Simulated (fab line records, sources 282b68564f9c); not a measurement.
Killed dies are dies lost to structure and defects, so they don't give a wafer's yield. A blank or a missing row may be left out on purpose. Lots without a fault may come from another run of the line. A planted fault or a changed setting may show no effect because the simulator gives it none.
Split-lot experiment | flow rit_cmos | 5 lots, 23 wafers read, on a route of 202 steps

THE SPLIT
At RIT_PRETRO_IMPLANT_08, the setting energy_kev was moved away from the recipe's 45 on 7 of the 23 wafers read, by -2.4% to +5.9%. The other wafers ran this setting at the recipe's value.

The reading is taken at the split's own step.

THE READING
implant.drp_nm (the simulator's own value, which no gauge read), in nm, at RIT_PRETRO_IMPLANT_08. The file gives no usual value for it.

wafer  | tool, chamber at the split | energy_kev as run | against the recipe | implant.drp_nm, nm | against lot-mates on the recipe
L076.1 | implanter-03, 0            | 45                | recipe             | 55.07              | -
L076.3 | implanter-03, 0            | 45                | recipe             | 55.07              | -
L076.4 | implanter-03, 0            | 45                | recipe             | 55.07              | -
L076.2 | implanter-03, 0            | 47.65             | +5.9%              | 56.96              | +1.89
L076.6 | implanter-03, 0            | 47.65             | +5.9%              | 56.96              | +1.89
L077.1 | implanter-03, 0            | 45                | recipe             | 55.07              | -
L077.5 | implanter-03, 0            | 45                | recipe             | 55.07              | -
L077.6 | implanter-03, 0            | 45                | recipe             | 55.07              | -
L077.3 | implanter-03, 0            | 43.91             | -2.4%              | 54.27              | -0.80
L077.4 | implanter-03, 0            | 43.91             | -2.4%              | 54.27              | -0.80
L079.2 | implanter-04, 0            | 45                | recipe             | 55.07              | -
L079.3 | implanter-04, 0            | 45                | recipe             | 55.07              | -
L079.4 | implanter-04, 0            | 45                | recipe             | 55.07              | -
L079.5 | implanter-04, 0            | 45                | recipe             | 55.07              | -
L079.6 | implanter-04, 0            | 45                | recipe             | 55.07              | -
L081.2 | implanter-01, 0            | 47.37             | +5.3%              | 56.76              | +1.69
L081.4 | implanter-01, 0            | 47.37             | +5.3%              | 56.76              | +1.69
L081.6 | implanter-01, 0            | 47.37             | +5.3%              | 56.76              | +1.69
L081.3 | implanter-01, 0            | 45                | recipe             | 55.07              | -
L081.5 | implanter-01, 0            | 45                | recipe             | 55.07              | -
L084.1 | implanter-04, 0            | 45                | recipe             | 55.07              | -
L084.3 | implanter-04, 0            | 45                | recipe             | 55.07              | -
L084.5 | implanter-04, 0            | 45                | recipe             | 55.07              | -

THE FIT
A straight line over all 23 wafers: implant.drp_nm changes by +0.322 nm for each +1% of energy_kev; r = +1.00; the points scatter about the line by 0.0061 nm.
The same after taking each lot's own level away (the mean of its wafers on the recipe; 23 wafers): +0.322 nm for each +1%; r = +1.00; scatter 0.0061 nm.
On that fit, the largest move of energy_kev shifts the reading by 1.9 nm.
The lots' own levels span 55.070 to 55.070 nm.
So the lot-to-lot level changes the slope little: the two slopes agree.
Check: with one of the wafers moved furthest among these (+5.9%) left out of the fit, the line predicts +1.89 nm for it against its lot-mates. It came out at +1.89 nm against them.

OTHER SPLITS ON THESE WAFERS
These wafers also went through other splits before the reading. Each is held against what the fit with the lots' levels taken away leaves over:
other split on the same wafers   | wafers away from the commonest value | r with implant.drp_nm (lot level and that fit taken away)
RIT_NWELL_IMPLANT_08 energy_kev  | 7                                    | +0.32
RIT_NRETRO_COAT_01 resist_thk_nm | 9                                    | +0.24
RIT_NRETRO_IMPLANT_08 energy_kev | 7                                    | -0.26

THE WHOLE CHAIN: every reading that the file lists as answering this split, in the file's order
step                  | what it does | reading                                                         | change (the file's fit)               | r (the file's)
RIT_PRETRO_IMPLANT_08 |              | implant.rp_nm (the simulator's own value, which no gauge read)  | +1.35 nm for each +1% of the setting  | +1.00
RIT_PRETRO_IMPLANT_08 |              | implant.drp_nm (the simulator's own value, which no gauge read) | +0.321 nm for each +1% of the setting | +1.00

THE FILE'S OWN FIT
implant.drp_nm changes by +0.321 nm for each +1% of energy_kev, r = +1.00.
